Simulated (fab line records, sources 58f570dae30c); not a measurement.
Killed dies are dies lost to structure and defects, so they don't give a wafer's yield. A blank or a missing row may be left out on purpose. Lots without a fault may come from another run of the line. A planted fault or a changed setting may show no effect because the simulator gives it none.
Which tool did it? | flow berkeley_cmos170 | 14 lots, 42 wafers sampled, at 5 steps of a route of 331

WHAT THE GAUGES READ, wafer by wafer
UCB170_PVT_TW_MEAS_09. Usual: PVT_TW 506, standard deviation 3.3.
lot  | measured     | on            | PVT_TW      | flag
L596 | day 6 22:11  | film_metro-03 | 507 505 503 |
L597 | day 6 21:49  | film_metro-01 | 502 501 502 |
L598 | day 6 22:06  | film_metro-04 | 506 510 508 |
L599 | day 7 05:25  | film_metro-01 | 499 498 498 |
L600 | day 7 05:12  | film_metro-01 | 500 500 498 |
L602 | day 7 13:35  | film_metro-04 | 508 508 508 |
L603 | day 8 07:35  | film_metro-03 | 506 505 504 |
L605 | day 8 07:20  | film_metro-04 | 509 505 507 |
L606 | day 9 05:04  | film_metro-03 | 504 506 504 |
L608 | day 9 04:29  | film_metro-03 | 503 508 504 |
L609 | day 9 04:23  | film_metro-04 | 509 508 511 |
L610 | day 9 18:50  | film_metro-03 | 506 506 506 |
L615 | day 10 12:19 | film_metro-03 | 495 493 496 | OFF
L617 | day 11 07:37 | film_metro-01 | 495 494 497 | OFF

WHICH TOOL RAN EACH LOT (tool, then ch and the chambers of the sampled wafers, then the start)
lot  | UCB170_ZERO_ETCH_06               | UCB170_ZERO_STRIP_07                | UCB170_PWELL_STRIP_16               | UCB170_PVT_IMPLANT_07
L596 | rie_diel-03 ch 2,3, day 2 02:28   | plasma_asher-03 ch 0,1, day 2 02:29 | plasma_asher-03 ch 0,1, day 3 14:14 | implanter-02 ch 0, day 6 21:56
L597 | rie_diel-02 ch 0,2, day 2 05:51   | plasma_asher-04 ch 0, day 2 05:53   | plasma_asher-02 ch 0,1, day 3 14:31 | implanter-03 ch 0, day 6 21:35
L598 | rie_diel-01 ch 0,1,3, day 2 14:50 | plasma_asher-04 ch 0,1, day 2 14:54 | plasma_asher-02 ch 0,1, day 3 23:25 | implanter-04 ch 0, day 6 21:53
L599 | rie_diel-01 ch 0,1,2, day 2 19:25 | plasma_asher-01 ch 0,1, day 2 19:26 | plasma_asher-02 ch 0,1, day 4 05:08 | implanter-02 ch 0, day 7 05:10
L600 | rie_diel-03 ch 0,3, day 2 19:34   | plasma_asher-03 ch 0,1, day 2 19:37 | plasma_asher-03 ch 0,1, day 4 05:20 | implanter-04 ch 0, day 7 04:59
L602 | rie_diel-03 ch 1,3, day 3 07:02   | plasma_asher-03 ch 0,1, day 3 07:04 | plasma_asher-02 ch 0,1, day 4 21:52 | implanter-03 ch 0, day 7 13:20
L603 | rie_diel-02 ch 1,2, day 3 12:48   | plasma_asher-03 ch 0,1, day 3 12:49 | plasma_asher-03 ch 0,1, day 5 05:59 | implanter-03 ch 0, day 8 07:20
L605 | rie_diel-01 ch 0,1,3, day 3 22:43 | plasma_asher-04 ch 0,1, day 3 22:44 | plasma_asher-01 ch 0,1, day 5 06:03 | implanter-04 ch 0, day 8 07:05
L606 | rie_diel-03 ch 0,3, day 4 08:55   | plasma_asher-04 ch 0,1, day 4 08:56 | plasma_asher-03 ch 0,1, day 5 23:23 | implanter-02 ch 0, day 9 04:50
L608 | rie_diel-03 ch 0,1, day 4 15:50   | plasma_asher-01 ch 0,1, day 4 15:52 | plasma_asher-02 ch 0,1, day 6 03:44 | implanter-02 ch 0, day 9 04:15
L609 | rie_diel-02 ch 0,1,2, day 4 22:53 | plasma_asher-03 ch 0,1, day 4 22:54 | plasma_asher-01 ch 0,1, day 6 03:52 | implanter-04 ch 0, day 9 04:09
L610 | rie_diel-03 ch 0,3, day 5 03:06   | plasma_asher-01 ch 0,1, day 5 03:07 | plasma_asher-01 ch 0,1, day 6 11:02 | implanter-02 ch 0, day 9 18:36
L615 | rie_diel-02 ch 0,1,3, day 6 00:40 | plasma_asher-03 ch 1, day 6 00:41   | plasma_asher-01 ch 0,1, day 7 11:56 | implanter-02 ch 0, day 10 12:05
L617 | rie_diel-02 ch 1,2, day 6 13:38   | plasma_asher-04 ch 0,1, day 6 13:40 | plasma_asher-02 ch 0,1, day 8 04:19 | implanter-02 ch 0, day 11 07:23
- UCB170_ZERO_ETCH_06: etches SiO2 in CHF3/CF4/Ar, time 12 s.
- UCB170_ZERO_STRIP_07: strips in O2.
- UCB170_PWELL_STRIP_16: strips in O2.
- UCB170_PVT_IMPLANT_07

WHAT THE TOOLS THEMSELVES READ (means of the sampled wafers that have a number; where no wafer has one, the mark that the record gives instead)
UCB170_ZERO_ETCH_06. Usual: drypump_motor_current_A 5.8 A, standard deviation 0.38; oes_product_au 0.617 a.u., standard deviation 0.01; throttle_valve_pct 9.20 %, standard deviation 0.14.
lot  | tool        | drypump_motor_current_A (A) | oes_product_au (a.u.) | throttle_valve_pct (%) | flag
L596 | rie_diel-03 | 5.8                         | 0.620                 | 9.14                   |
L597 | rie_diel-02 | 6.0                         | 0.620                 | 9.37                   |
L598 | rie_diel-01 | 5.6                         | 0.616                 | 9.31                   |
L599 | rie_diel-01 | 6.2                         | 0.621                 | 9.26                   |
L600 | rie_diel-03 | 5.9                         | 0.622                 | 9.11                   |
L602 | rie_diel-03 | 6.0                         | 0.623                 | 9.17                   |
L603 | rie_diel-02 | 5.7                         | 0.612                 | 9.20                   |
L605 | rie_diel-01 | 5.7                         | 0.613                 | 9.32                   |
L606 | rie_diel-03 | 5.9                         | 0.627                 | 9.13                   |
L608 | rie_diel-03 | 6.1                         | 0.622                 | 9.24                   |
L609 | rie_diel-02 | 5.9                         | 0.618                 | 9.24                   |
L610 | rie_diel-03 | 5.9                         | 0.625                 | 9.14                   |
L615 | rie_diel-02 | 5.8                         | 0.619                 | 9.13                   |
L617 | rie_diel-02 | 5.8                         | 0.609                 | 9.20                   |

UCB170_ZERO_STRIP_07. Usual: drypump_motor_current_A 5.1 A, standard deviation 0.4; oes_product_au 0.728 a.u., standard deviation 0.0047; strip_time_to_endpoint_s 21.74 s, standard deviation 0.063.
lot  | tool            | drypump_motor_current_A (A) | oes_product_au (a.u.) | strip_time_to_endpoint_s (s) | flag
L596 | plasma_asher-03 | 4.9                         | 0.726                 | 21.64                        |
L597 | plasma_asher-04 | 5.7                         | 0.725                 | 21.79                        |
L598 | plasma_asher-04 | 5.4                         | 0.728                 | 21.71                        |
L599 | plasma_asher-01 | 5.5                         | 0.727                 | 21.77                        |
L600 | plasma_asher-03 | 4.9                         | 0.727                 | 21.77                        |
L602 | plasma_asher-03 | 4.9                         | 0.732                 | 21.74                        |
L603 | plasma_asher-03 | 4.9                         | 0.726                 | 21.66                        |
L605 | plasma_asher-04 | 5.0                         | 0.725                 | 21.84                        |
L606 | plasma_asher-04 | 5.1                         | 0.730                 | 21.77                        |
L608 | plasma_asher-01 | 5.7                         | 0.729                 | 21.78                        |
L609 | plasma_asher-03 | 4.9                         | 0.727                 | 21.82                        |
L610 | plasma_asher-01 | 5.5                         | 0.728                 | 21.73                        |
L615 | plasma_asher-03 | 5.0                         | 0.726                 | 21.77                        |
L617 | plasma_asher-04 | 5.4                         | 0.728                 | 21.78                        |

UCB170_PWELL_STRIP_16. Usual: drypump_motor_current_A 5.3 A, standard deviation 0.34; oes_product_au 0.729 a.u., standard deviation 0.0043; strip_time_to_endpoint_s 18.07 s, standard deviation 0.065.
lot  | tool            | drypump_motor_current_A (A) | oes_product_au (a.u.) | strip_time_to_endpoint_s (s) | flag
L596 | plasma_asher-03 | 4.9                         | 0.727                 | 18.09                        |
L597 | plasma_asher-02 | 5.3                         | 0.729                 | 18.04                        |
L598 | plasma_asher-02 | 5.5                         | 0.728                 | 18.04                        |
L599 | plasma_asher-02 | 5.3                         | 0.731                 | 18.06                        |
L600 | plasma_asher-03 | 4.9                         | 0.732                 | 18.03                        |
L602 | plasma_asher-02 | 5.5                         | 0.734                 | 18.11                        |
L603 | plasma_asher-03 | 4.9                         | 0.730                 | 17.99                        |
L605 | plasma_asher-01 | 5.7                         | 0.729                 | 17.99                        |
L606 | plasma_asher-03 | 4.9                         | 0.727                 | 18.02                        |
L608 | plasma_asher-02 | 5.3                         | 0.729                 | 18.09                        |
L609 | plasma_asher-01 | 5.7                         | 0.733                 | 18.01                        |
L610 | plasma_asher-01 | 5.5                         | 0.726                 | 18.12                        |
L615 | plasma_asher-01 | 5.7                         | 0.728                 | 18.05                        |
L617 | plasma_asher-02 | 5.5                         | 0.730                 | 18.11                        |

UCB170_PVT_IMPLANT_07. Usual: beam_energy_keV 30.000, standard deviation 0.0098; faraday_current_uA 6.34, standard deviation 0.12.
lot  | tool         | beam_energy_keV | faraday_current_uA | flag
L596 | implanter-02 | 29.990          | 6.26               |
L597 | implanter-03 | 29.991          | 6.43               |
L598 | implanter-04 | 30.006          | 6.38               |
L599 | implanter-02 | 30.009          | 6.24               |
L600 | implanter-04 | 30.000          | 6.30               |
L602 | implanter-03 | 30.002          | 6.46               |
L603 | implanter-03 | 30.006          | 6.41               |
L605 | implanter-04 | 29.995          | 6.35               |
L606 | implanter-02 | 30.003          | 6.36               |
L608 | implanter-02 | 30.014          | 6.31               |
L609 | implanter-04 | 30.009          | 6.36               |
L610 | implanter-02 | 30.009          | 6.18               |
L615 | implanter-02 | 27.931          | 6.38               | OFF
L617 | implanter-02 | 27.917          | 6.34               | OFF

THE ANSWER, worked out from the rows above alone
Rule: a lot is off if the mean of its wafers that have a number lies more than 3 standard deviations from the usual mean. A lot without any number at a reading at which 4 lots or more have one is off too. The other lots that the step has rows for count as sound. The gauges are gone through in route order, then the tools' own readings, and for those a lot's mean is taken as printed above. The first step at which some lot is off is used, and at that step the reading that is off furthest; a lot without a number counts as furthest.
Off: L615, L617, at UCB170_PVT_TW_MEAS_09 (PVT_TW).
A tool fits if, at a process step before that reading, it ran every lot that is off, and no sound lot after the first of them. The gauges at UCB170_PVT_TW_MEAS_09 aren't tried: what is off there is off at UCB170_PVT_IMPLANT_07 too, on other tools, and a gauge's error can't cause that. Can't be told from this: 2 tools fit, rie_diel-02 at UCB170_ZERO_ETCH_06, implanter-02 at UCB170_PVT_IMPLANT_07.

WHAT THE SIMULATOR HAD PUT IN
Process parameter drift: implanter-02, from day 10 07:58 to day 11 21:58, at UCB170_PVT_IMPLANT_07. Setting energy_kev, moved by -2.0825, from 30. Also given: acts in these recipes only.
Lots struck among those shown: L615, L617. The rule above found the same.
